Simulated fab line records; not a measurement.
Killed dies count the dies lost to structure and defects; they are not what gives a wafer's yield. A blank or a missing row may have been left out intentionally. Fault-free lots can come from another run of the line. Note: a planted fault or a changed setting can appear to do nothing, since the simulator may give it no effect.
A struck lot beside a sound one -- flow berkeley_cmos170 -- 14 steps out of a route of 331
Sound: wafers L557.2, L557.5, L557.6. Struck: wafers L559.1, L559.4, L559.5. The cause is named last.
Order at every step that has rows: each side's tool, ch and its chambers, its first start. Under that, the readings that differ: sound wafers -- struck wafers -- difference of the means -- sigmas: that difference in standard deviations of wafers without a fault.
alike: readings whose means differ by less than 2 such deviations, and words and numbers that are the same on both sides. not compared: withheld readings, readings that some wafer has no value for, bounds like >300 that may hide the same value, and numbers for which the record gives no deviation and whose values overlap.
The two part at a step that has a row with sigmas, a row that says differs or no value, or rows on one side only. Non-overlapping numbers with no deviation appear without sigmas and do not part them. A reading that every wafer of one side lacks parts them only if that side has two wafers or more.

first, 1 step without rows for these wafers: UCB170_NVT_IMPLANT_07.
UCB170_NVT_STRIP_08: strips in O2.
  sound on plasma_asher-04 ch 0,1, day 8 21:56; struck on plasma_asher-03 ch 0,1, day 10 02:43
  alike: drypump_motor_current_A, oes_product_au, overash_fraction, strip_time_to_endpoint_s
  not compared: rf_hours_counter_h
UCB170_NVT_TW_MEAS_09:
  sound on film_metro-04, day 8 22:03; struck on film_metro-04, day 10 02:49
  alike: NVT_TW
then, 7 steps without rows for these wafers: UCB170_NVT_CLEAN_10 (cleans in SPM, time 600 s); UCB170_PVT_HMDS_00 (prime time 60 s); UCB170_PVT_COAT_01 (resist thk 900 nm); UCB170_PVT_SOFTBAKE_02 (time 60 s); UCB170_PVT_EXPOSE_03 (exposes mask NWELL, target cd 3000 nm); UCB170_PVT_PEB_04; UCB170_PVT_DEVELOP_05 (develop time 45 s).
UCB170_PVT_OVL_MEAS_06:
  sound on overlay-02, day 8 23:55; struck on overlay-01, day 10 05:29
  alike: PVT_OVL
next, for these wafers, 1 step has no rows: UCB170_PVT_IMPLANT_07.
UCB170_PVT_STRIP_08: strips in O2.
  sound on plasma_asher-01 ch 0,1, day 9 00:05; struck on plasma_asher-03 ch 0,1, day 10 05:41
reading,sound,struck,difference,sigmas
oes_product_au (a.u.),0.738 0.737 0.734,0.681 0.661 0.673,-0.065,-15
overash_fraction,0.5 0.5 0.5,0.7 0.7 0.7,+0.2,
  alike: drypump_motor_current_A, strip_time_to_endpoint_s
  not compared: rf_hours_counter_h
UCB170_PVT_TW_MEAS_09:
  sound on film_metro-01, day 9 00:12; struck on film_metro-02, day 10 05:47
  alike: PVT_TW

== WHERE THEY PART ==
Only at UCB170_PVT_STRIP_08, within this record. Later steps at which nothing parts them and some readings are alike: UCB170_PVT_TW_MEAS_09.

WHY: what the simulator had put in
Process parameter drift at UCB170_PVT_STRIP_08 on plasma_asher-03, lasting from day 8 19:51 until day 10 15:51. Setting overash_fraction, moved by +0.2, from 0.5. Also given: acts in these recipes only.
